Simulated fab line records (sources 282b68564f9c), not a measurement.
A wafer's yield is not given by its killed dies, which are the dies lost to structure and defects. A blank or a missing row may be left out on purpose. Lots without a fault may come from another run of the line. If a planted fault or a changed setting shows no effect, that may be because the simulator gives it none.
Comparing a struck lot with a sound one    flow ritCmos    19 steps out of a route of 202
Sound: these wafers, L237.1, L237.4, L237.5. Wafers struck: L245.2, L245.5, L245.6. The cause comes at the end.
At each step with rows: each side's tool, then ch and its chambers, then its first start. Under that, the readings that differ: sound wafers    struck wafers    difference of the means    sigmas: that difference in standard deviations of wafers without a fault.
alike: same words and numbers on both sides, and readings whose means sit less than 2 such deviations apart. not compared: any withheld reading, any reading some wafer has no value for, any bound like >300 that may hide the same value, and any number with overlapping values for which the record gives no deviation.
A row with sigmas, a row that says differs or no value, or rows on one side alone: a step with any of these is where the two part. When numbers do not overlap yet have no deviation, they are printed without sigmas and do not part them. Lack of a reading on every wafer of one side parts them only where that side has two or more wafers.

first, 2 steps without rows for these wafers: RIT_NWELL_HARDBAKE_07 (time 120 s); RIT_NWELL_IMPLANT_08.
RIT_NWELL_STRIP_09: strips in O2, time 180 s.
  sound on plasmaAsher-02 ch 0, day 2 04:45; struck on plasmaAsher-04 ch 0,1, day 3 18:54
reading                   sound        struck       difference  sigmas
drypumpMotorCurrentA (A)  6.5 6.5 6.6  5.4 5.6 5.4  -1.1        -2
  not compared: rfHoursCounterH
RIT_NWELL_TW_MEAS_10:
  sound: filmMetro-02 at day 2 04:55; struck: filmMetro-02 at day 3 19:05
  alike: NWELL_TW
then, 6 steps without rows for these wafers: RIT_PWELL_HMDS_00 (prime time 60 s); RIT_PWELL_COAT_01 (resist thk 1300 nm); RIT_PWELL_SOFTBAKE_02 (time 60 s); RIT_PWELL_EXPOSE_03 (exposes mask M3, target cd 43700 nm); RIT_PWELL_PEB_04; RIT_PWELL_DEVELOP_05 (develop time 68 s).
RIT_PWELL_OVL_MEAS_06:
  sound: overlay-01 at day 2 05:52; struck: overlay-01 at day 3 20:08
  alike: PWELL_OVL
then, 1 step without rows for these wafers: RIT_PWELL_HARDBAKE_07 (time 120 s).
RIT_PWELL_IMPLANT_08:
  sound on implanter-04 ch 0, day 2 06:09; struck on implanter-04 ch 0, day 3 20:27
reading      sound                          struck                         difference  sigmas
doseIonsCm2  7.008e+13 6.987e+13 6.992e+13  6.889e+13 6.892e+13 6.879e+13  -1.090e+12  -13
RIT_PWELL_STRIP_09: strips in O2, time 180 s.
  sound on plasmaAsher-03 ch 0,1, day 2 06:18; struck on plasmaAsher-03 ch 0,1, day 3 20:34
  alike: drypumpMotorCurrentA
  not compared: rfHoursCounterH
RIT_PWELL_TW_MEAS_10:
  sound: filmMetro-01 at day 2 06:28; struck: filmMetro-02 at day 3 20:46
  alike: PWELL_TW
then, 1 step without rows for these wafers: RIT_WELLDRIVE_ANNEAL_00 (time 14700 s).
RIT_WELLDRIVE_RS_MEAS_01: a four-point-probe measurement.
  sound: filmMetro-04 at day 2 11:37; struck: filmMetro-04 at day 4 03:05
  alike: NWELL_RS
RIT_WELLDRIVE_RS_MEAS_02: a four-point-probe measurement.
  sound: filmMetro-04 at day 2 11:44; struck: filmMetro-04 at day 4 03:29
reading            sound              struck             difference  sigmas
PWELL_RS (ohm/sq)  431.2 429.9 432.5  435.3 435.4 433.6  +3.6        +3
  not compared: hold
RIT_M1_PROBE_99:
  sound: prober-01 at day 3 16:13; struck: prober-01 at day 5 16:10
  alike: killedAtFrontEnd, killedDies, killedOpen, killedShort

## WHERE THEY PART
Earliest at RIT_NWELL_STRIP_09; latest, in this record, at RIT_WELLDRIVE_RS_MEAS_02. Later steps at which nothing parts them and some readings are alike: RIT_M1_PROBE_99.

WHY: whatever the simulator had introduced
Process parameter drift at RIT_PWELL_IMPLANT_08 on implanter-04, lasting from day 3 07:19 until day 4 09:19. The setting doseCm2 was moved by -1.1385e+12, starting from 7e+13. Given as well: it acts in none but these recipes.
